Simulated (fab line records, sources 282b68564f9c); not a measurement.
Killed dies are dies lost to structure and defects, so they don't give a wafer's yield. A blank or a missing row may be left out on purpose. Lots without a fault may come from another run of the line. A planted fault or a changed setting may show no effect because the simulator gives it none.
Tool commonality check | flow rit_cmos | 13 lots, 51 wafers sampled

WHY IT WAS OPENED
At RIT_PRETRO_TW_MEAS_10 the reading PRETRO_TW is flagged on 4 of 13 lots. Wafers without a fault read 480, standard deviation 3.5.
Rule: a lot is flagged when every wafer of it that has a number lies more than 4 standard deviations from that mean, or none has a number. The other lots count as sound.

lot  | measured    | on            | PRETRO_TW, wafer by wafer | flag
L824 | day 2 07:06 | film_metro-01 | 479 481 481               |
L825 | day 2 13:22 | film_metro-02 | 477 474 474               |
L826 | day 2 17:49 | film_metro-04 | 480 482 480               |
L827 | day 2 23:13 | film_metro-01 | 480 479 480               |
L828 | day 3 03:07 | film_metro-04 | 478 475 475               |
L829 | day 3 08:01 | film_metro-02 | 474 475 474               |
L830 | day 3 13:39 | film_metro-02 | 472 477 476               |
L831 | day 3 18:00 | film_metro-01 | 481 481 481               |
L832 | day 3 23:38 | film_metro-01 | 482 484 483               |
L834 | day 4 10:13 | film_metro-04 | 788 794 792 794 795 792   | FLAGGED
L835 | day 4 15:00 | film_metro-02 | 795 794 791 795 789 795   | FLAGGED
L836 | day 4 19:17 | film_metro-01 | 800 798 800 798 800 796   | FLAGGED
L837 | day 5 00:41 | film_metro-01 | 799 798 800 804 800 798   | FLAGGED
The numbers of the flagged lots are 796 on average: +316 against the usual, or +90 standard deviations.

WHICH TOOL RAN EACH LOT
The record holds 1 process step before the reading, out of a route of 202 steps. In each cell: the tool, then ch and the chambers that the sampled wafers went through, then the start.
lot  | flag    | RIT_PRETRO_IMPLANT_08
L824 |         | implanter-03 ch 0, day 2 06:47
L825 |         | implanter-02 ch 0, day 2 13:04
L826 |         | implanter-02 ch 0, day 2 17:29
L827 |         | implanter-04 ch 0, day 2 22:53
L828 |         | implanter-02 ch 0, day 3 02:50
L829 |         | implanter-04 ch 0, day 3 07:42
L830 |         | implanter-04 ch 0, day 3 13:20
L831 |         | implanter-04 ch 0, day 3 17:40
L832 |         | implanter-04 ch 0, day 3 23:20
L834 | FLAGGED | implanter-02 ch 0, day 4 09:53
L835 | FLAGGED | implanter-03 ch 0, day 4 14:40
L836 | FLAGGED | implanter-04 ch 0, day 4 18:58
L837 | FLAGGED | implanter-03 ch 0, day 5 00:21
What these steps do:
- RIT_PRETRO_IMPLANT_08
- RIT_PRETRO_TW_MEAS_10

FLAGGED OVER TOTAL, TOOL BY TOOL (the gauges that took the reading come last)
step                  | tool          | lots run | flagged | share of the flagged lots | sound lots run after its first flagged lot
RIT_PRETRO_IMPLANT_08 | implanter-02  | 4        | 1       | some                      | 0
RIT_PRETRO_IMPLANT_08 | implanter-03  | 3        | 2       | some                      | 0
RIT_PRETRO_IMPLANT_08 | implanter-04  | 6        | 1       | some                      | 0
RIT_PRETRO_TW_MEAS_10 | film_metro-01 | 6        | 2       | some                      | 0
RIT_PRETRO_TW_MEAS_10 | film_metro-02 | 4        | 1       | some                      | 0
RIT_PRETRO_TW_MEAS_10 | film_metro-04 | 3        | 1       | some                      | 0

WHAT THE TABLE ALLOWS
No row of the table ran every flagged lot.

WHAT THE SIMULATOR HAD PUT IN
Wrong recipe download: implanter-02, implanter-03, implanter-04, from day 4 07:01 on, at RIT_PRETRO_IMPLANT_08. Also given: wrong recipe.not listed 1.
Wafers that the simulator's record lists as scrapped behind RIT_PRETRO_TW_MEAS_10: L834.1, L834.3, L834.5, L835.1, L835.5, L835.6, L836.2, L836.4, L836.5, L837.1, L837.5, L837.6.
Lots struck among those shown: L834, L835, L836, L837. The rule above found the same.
